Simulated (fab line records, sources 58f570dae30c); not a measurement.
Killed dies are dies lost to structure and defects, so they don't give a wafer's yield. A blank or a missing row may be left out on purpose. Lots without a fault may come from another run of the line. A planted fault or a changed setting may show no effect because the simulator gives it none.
A struck lot beside a sound one | flow berkeley_cmos170 | 16 steps out of a route of 331
Sound: wafers L962.3, L962.4, L962.5. Struck: wafers L974.1, L974.4, L974.6. The cause comes at the end.
At each step with rows: each side's tool, then ch and its chambers, then its first start. Under that, the readings that differ: sound wafers | struck wafers | difference of the means | sigmas: that difference in standard deviations of wafers without a fault.
alike: readings whose means differ by less than 2 such deviations, and words and numbers that are the same on both sides. not compared: withheld readings, readings that some wafer has no value for, bounds like >300 that may hide the same value, and numbers for which the record gives no deviation and whose values overlap.
The two part at a step that has a row with sigmas, a row that says differs or no value, or rows on one side only. Numbers that don't overlap but have no deviation are shown without sigmas and don't part them. A reading that every wafer of one side lacks parts them only if that side has two wafers or more.

UCB170_PWELL_THK_MEAS_03:
  sound on film_metro-01, day 2 18:26; struck on film_metro-03, day 5 15:34
  reading              | sound          | struck         | difference | sigmas
  PWELL_OXIDE_THK (nm) | 25.2 25.5 25.2 | 26.6 26.8 27.1 | +1.5       | +3
then, 2 steps without rows for these wafers: UCB170_PWELL_ANNEAL_04 (time 900 s); UCB170_PWELL_CVD_05 (deposits Si3N4 from SiH2Cl2/NH3, target thk 220 nm, time 3300 s).
UCB170_PWELL_THK_MEAS_06:
  sound on film_metro-03, day 3 00:16; struck on film_metro-04, day 6 00:55
  alike: PWELL_NITRIDE_THK
then, 6 steps without rows for these wafers: UCB170_PWELL_HMDS_07 (prime time 60 s); UCB170_PWELL_COAT_08 (resist thk 900 nm); UCB170_PWELL_SOFTBAKE_09 (time 60 s); UCB170_PWELL_EXPOSE_10 (exposes mask PWELL, target cd 3000 nm); UCB170_PWELL_PEB_11; UCB170_PWELL_DEVELOP_12 (develop time 45 s).
UCB170_PWELL_OVL_MEAS_13:
  sound on overlay-02, day 3 01:10; struck on overlay-02, day 6 02:16
  reading        | sound      | struck  | difference | sigmas
  PWELL_OVL (nm) | -11 -13 -4 | 6 10 15 | +20        | +4
UCB170_PWELL_ETCH_14: etches Si3N4 in CH3F/Ar/O2, stops on SiO2, target depth 242 nm, time 151 s.
  sound on rie_diel-04 ch 0,2,3, day 3 01:11; struck on rie_diel-03 ch 0,1,3, day 6 02:18
  alike: drypump_motor_current_A, oes_product_au, throttle_valve_pct
  not compared: rf_hours_counter_h
UCB170_PWELL_IMPLANT_15:
  sound on implanter-01 ch 0, day 3 01:20; struck on implanter-03 ch 0, day 6 02:24
  reading                   | sound             | struck            | difference | sigmas
  implant_ion_amu           | 11 11 11          | 49 49 49          | +38        |
  model.implant.rp_nm (nm)  | 191.4 191.4 191.4 | 44.97 44.97 44.97 | -146.43    |
  model.implant.drp_nm (nm) | 64.7 64.7 64.7    | 21.23 21.23 21.23 | -43.47     |
UCB170_PWELL_STRIP_16: strips in O2.
  sound on plasma_asher-02 ch 0,1, day 3 01:28; struck on plasma_asher-03 ch 0, day 6 02:33
  alike: drypump_motor_current_A, o2_flow_sccm, oes_product_au, strip_time_to_endpoint_s
  not compared: rf_hours_counter_h
UCB170_PWELL_TW_MEAS_17:
  sound on film_metro-03, day 3 01:33; struck on film_metro-03, day 6 02:39
  reading  | sound       | struck      | difference | sigmas
  PWELL_TW | 382 383 384 | 648 646 647 | +264       | +78
then, 1 step without rows for these wafers: UCB170_PWELL_CLEAN_18 (cleans in SPM, time 600 s).

WHERE THEY PART
First at UCB170_PWELL_THK_MEAS_03; last, within this record, at UCB170_PWELL_TW_MEAS_17.

WHY: what the simulator had put in
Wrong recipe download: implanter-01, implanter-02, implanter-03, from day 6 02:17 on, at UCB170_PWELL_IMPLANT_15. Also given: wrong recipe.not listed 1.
